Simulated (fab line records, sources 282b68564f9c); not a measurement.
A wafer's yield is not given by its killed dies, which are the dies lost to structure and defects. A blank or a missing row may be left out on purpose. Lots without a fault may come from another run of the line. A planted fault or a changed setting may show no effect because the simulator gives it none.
A lot that was struck, set against a sound lot / flow rit-cmos / 17 out of 202 route steps
Sound: these wafers, L267.1, L267.5, L267.6. Wafers L280.2, L280.3, L280.6 were the ones struck. The cause is named last.
At each step with rows: each side's tool, then ch and its chambers, then its first start. Under that, the readings that differ: sound wafers / struck wafers / difference of the means / sigmas: that difference in standard deviations of wafers without a fault.
alike: readings whose means differ by less than 2 such deviations, and words and numbers that are the same on both sides. not compared: withheld readings, readings that some wafer has no value for, bounds like >300 that may hide the same value, and numbers for which the record gives no deviation and whose values overlap.
The two part at a step that has a row with sigmas, a row that says differs or no value, or rows on one side only. Numbers that have no deviation but don't overlap get no sigmas and don't part them. A reading missing from all wafers of one side parts the sides only when that side holds two or more wafers.

first, 1 step without rows for these wafers: RIT_PWELL_DEVELOP_05 (develop time 68 s).
RIT_PWELL_OVL_MEAS_06:
  sound on overlay-02, day 2 13:09; struck on overlay-02, day 5 07:52
  alike: PWELL_OVL
then, 2 steps without rows for these wafers: RIT_PWELL_HARDBAKE_07 (time 120 s); RIT_PWELL_IMPLANT_08.
RIT_PWELL_STRIP_09: strips in O2, time 180 s.
  sound on plasma-asher-01 ch 0,1, day 2 13:35; struck on plasma-asher-02 ch 0,1, day 5 08:18
  alike: drypump-motor-current-A
  not compared: rf-hours-counter-h
RIT_PWELL_TW_MEAS_10:
  sound on film-metro-03, day 2 13:46; struck on film-metro-03, day 5 08:29
  alike: PWELL_TW
then, 1 step without rows for these wafers: RIT_WELLDRIVE_ANNEAL_00 (time 14700 s).
RIT_WELLDRIVE_RS_MEAS_01: measures by four-point-probe.
  sound on film-metro-02, day 2 19:27; struck on film-metro-02, day 5 13:59
  alike: NWELL_RS
RIT_WELLDRIVE_RS_MEAS_02: measures by four-point-probe.
  sound on film-metro-02, day 2 19:34; struck on film-metro-02, day 5 14:06
  alike: PWELL_RS
then, 3 steps without rows for these wafers: RIT_NRETRO_HMDS_00 (prime time 60 s); RIT_NRETRO_COAT_01 (resist thk 1300 nm); RIT_NRETRO_SOFTBAKE_02 (time 60 s).
RIT_NRETRO_EXPOSE_03: exposes mask M4, target cd 43900 nm.
  sound on iline-stepper-02 ch 0, day 2 20:08; struck on iline-stepper-01 ch 0, day 5 14:44
reading=model.NRETRO.overlay-x-nm (nm); sound=1.066 1.066 1.066; struck=1.5e+04 1.5e+04 1.5e+04; difference=+1.5e+04; sigmas=
  alike: mask
then, 2 steps without rows for these wafers: RIT_NRETRO_PEB_04; RIT_NRETRO_DEVELOP_05 (develop time 68 s).
RIT_NRETRO_OVL_MEAS_06:
  sound on overlay-01, day 2 20:34; struck on overlay-01, day 5 15:21
reading=NRETRO_OVL (nm); sound=0.9 0.9 0.5; struck=- - -; difference=no value on the struck wafers; sigmas=
  not compared: hold
RIT_M1_PROBE_99:
  rows exist in the record for the sound wafers here (prober-01, day 3 23:32), none for the struck ones

## WHERE THEY PART
First at RIT_NRETRO_OVL_MEAS_06; last, within this record, at RIT_M1_PROBE_99.

WHY: whatever the simulator had introduced
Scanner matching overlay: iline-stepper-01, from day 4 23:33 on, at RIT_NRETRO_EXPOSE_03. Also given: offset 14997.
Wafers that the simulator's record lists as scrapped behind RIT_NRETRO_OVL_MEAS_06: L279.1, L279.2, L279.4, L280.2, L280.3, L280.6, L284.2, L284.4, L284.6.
